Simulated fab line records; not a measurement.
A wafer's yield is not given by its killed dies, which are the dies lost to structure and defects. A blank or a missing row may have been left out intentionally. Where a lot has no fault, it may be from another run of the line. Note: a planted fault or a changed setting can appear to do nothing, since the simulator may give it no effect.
Which tool was responsible?	flow berkeley_cmos170	7 lots with 21 wafers sampled at 3 steps, on a route of 331 steps

WHAT EACH GAUGE READ, for each wafer
UCB170_SDANNEAL_RS_MEAS_02: a four-point-probe measurement.
lot	measured	on	PSD_RS (ohm/sq)
L428	day 8 06:01	film_metro-01	76.9 76.6 76.7
L429	day 9 01:39	film_metro-01	- - -
L435	day 10 01:59	film_metro-01	76.1 76.4 76.6
L439	day 11 05:58	film_metro-03	76.4 76.5 76.6
L441	day 11 18:27	film_metro-03	76.6 76.8 76.5
L442	day 12 03:05	film_metro-02	76.4 76.8 76.5
L446	day 12 15:44	film_metro-02	76.2 76.0 76.2

WHAT TOOL EACH LOT RAN ON (gives the tool, then ch and the chambers of the sampled wafers, and finally the start)
lot	UCB170_GATE_SOFTBAKE_08	UCB170_PSD_IMPLANT_08
L428	litho_track-04 ch 0, day 8 01:32 or earlier	implanter-03 ch 0, day 8 01:42
L429	litho_track-01 ch 0, day 8 22:29 or earlier	implanter-03 ch 0, day 8 22:39
L435	litho_track-01 ch 0, day 9 22:23 or earlier	implanter-01 ch 0, day 9 22:33
L439	litho_track-04 ch 0, day 11 02:51 or earlier	implanter-04 ch 0, day 11 03:01
L441	litho_track-02 ch 0, day 11 15:12 or earlier	implanter-03 ch 0, day 11 15:22
L442	litho_track-04 ch 0, day 11 21:46 or earlier	implanter-01 ch 0, day 11 21:56
L446	litho_track-04 ch 0, day 12 12:15 or earlier	implanter-01 ch 0, day 12 12:25
- UCB170_GATE_SOFTBAKE_08: time 62.48 s.
- UCB170_PSD_IMPLANT_08

THE ANSWER, worked out from the rows above alone
Rule: what is usual is taken from the lots themselves. The widest of any qualifying gaps counts: lots, ordered by their means at a reading, are off when they make up no more than a third of the lots, leave a main group of 4 or more, and stand apart from it by 3 or more times the standard deviation of that group's means. A main group is skipped when, at the precision printed for the reading in the tables above, its means are all equal. Also off: a lot with no number at a reading for which 4 or more lots have one. Where the step has rows for the other lots, those lots are counted as sound.
Off: L429, at UCB170_SDANNEAL_RS_MEAS_02 (PSD_RS). Without a number there: L429. For the main group the mean is 76.5 ohm/sq and the standard deviation 0.19.
If a tool, at a process step before that reading, ran all the lots that are off and no sound lot after the first of them, it fits. The gauges at UCB170_SDANNEAL_RS_MEAS_02 are tried like those tools. With no start given for some of its lots, UCB170_GATE_SOFTBAKE_08 uses the hours and lot order of UCB170_PSD_CD_MEAS_06. No candidate that was tried fits.

WHAT THE SIMULATOR HAD INSERTED
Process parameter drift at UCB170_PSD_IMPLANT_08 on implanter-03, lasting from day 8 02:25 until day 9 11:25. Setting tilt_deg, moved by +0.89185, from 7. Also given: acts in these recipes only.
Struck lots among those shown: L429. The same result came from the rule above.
